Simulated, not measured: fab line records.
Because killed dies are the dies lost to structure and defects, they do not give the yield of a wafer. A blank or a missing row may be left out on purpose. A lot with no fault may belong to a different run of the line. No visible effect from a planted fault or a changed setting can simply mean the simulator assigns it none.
2 desks, one fault / flow berkeleyCmos170 / only its own numbers are on each desk; what lay behind them is given at the end

== AT THE TOOL OWNER'S DESK: krfScanner-01 ==
The tool's own readings at UCB170_V1_EXPOSE_09 (exposes mask VIA1, target cd 700 nm): means of the sampled wafers that have a number, for each lot that ran on this tool. Any lot whose mean is over 4 standard deviations away from the usual mean is out of limits and marked OUT; that distance is given in the brackets.
Columns: A = focusOffsetNm at UCB170_V1_EXPOSE_09, usual -0.1 nm; B = stageVelMmS at UCB170_V1_EXPOSE_09, usual 500.00 mm/s
lot=L477; first seen here=day 8 10:08; A=-0.0; B=500.01
lot=L480; first seen here=day 9 03:34; A=-0.2; B=499.80
lot=L484; first seen here=day 10 00:41; A=-0.7; B=499.89
lot=L486; first seen here=day 11 01:25; A=-0.1; B=499.83
lot=L489; first seen here=day 11 11:40; A=-0.4; B=499.97
lot=L490; first seen here=day 12 01:06; A=-0.3; B=500.08
lot=L491; first seen here=day 12 02:43; A=0.4; B=500.03
lot=L493; first seen here=day 12 08:05; A=0.3; B=500.03
lot=L492; first seen here=day 12 09:31; A=-0.6; B=499.86
This desk's verdict: no lot among the 9 shows anything out of limits.

== FROM THE METROLOGY DESK ==
Means of the sampled wafers that have a number, per lot and without regard to the tool the lot ran on: this is what the gauges read. Any lot whose mean is over 4 standard deviations away from the usual mean is out of limits and marked OUT; that distance is given in the brackets.
Columns: A = V1_OVL at UCB170_V1_OVL_MEAS_13, usual -1 nm
lot=L477; first seen here=day 8 10:38; A=1
lot=L480; first seen here=day 9 04:03; A=4
lot=L479; first seen here=day 9 05:07; A=6
lot=L484; first seen here=day 10 01:10; A=-1
lot=L482; first seen here=day 10 01:31; A=-6
lot=L483; first seen here=day 10 03:09; A=-8
lot=L488; first seen here=day 10 22:50; A=1
lot=L487; first seen here=day 11 00:30; A=2
lot=L486; first seen here=day 11 01:56; A=3
lot=L489; first seen here=day 11 12:10; A=6
lot=L490; first seen here=day 12 02:11; A=172 (+30) OUT
lot=L491; first seen here=day 12 03:26; A=170 (+29) OUT
lot=L493; first seen here=day 12 08:35; A=175 (+30) OUT
lot=L492; first seen here=day 12 10:59; A=167 (+29) OUT
lot=L495; first seen here=day 13 01:49; A=1
lot=L498; first seen here=day 13 16:36; A=-9
This desk's finding: out of limits on L490, L491, L492, L493; first on L490, day 12 02:11 (V1_OVL at UCB170_V1_OVL_MEAS_13). L477, L480, L479, L484, L482, L483, L488, L487, L486, L489, L495, L498 stayed within limits.

== TAKEN TOGETHER ==
The metrology desk could have raised an alarm at day 12 02:11, on L490, L491, L492, L493.
The desk of the tool owner found nothing out of limits.
The tool owner's desk has L490, L491, L492, L493 on record, within its limits.
On krfScanner-01, each named lot ran UCB170_V1_EXPOSE_09.

== WHAT THE SIMULATOR PUT IN ==
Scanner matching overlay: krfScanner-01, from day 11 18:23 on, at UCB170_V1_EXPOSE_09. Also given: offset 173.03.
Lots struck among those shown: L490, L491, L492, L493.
Hours from the fault's start to each desk's first reading out of limits: the metrology desk, 8.
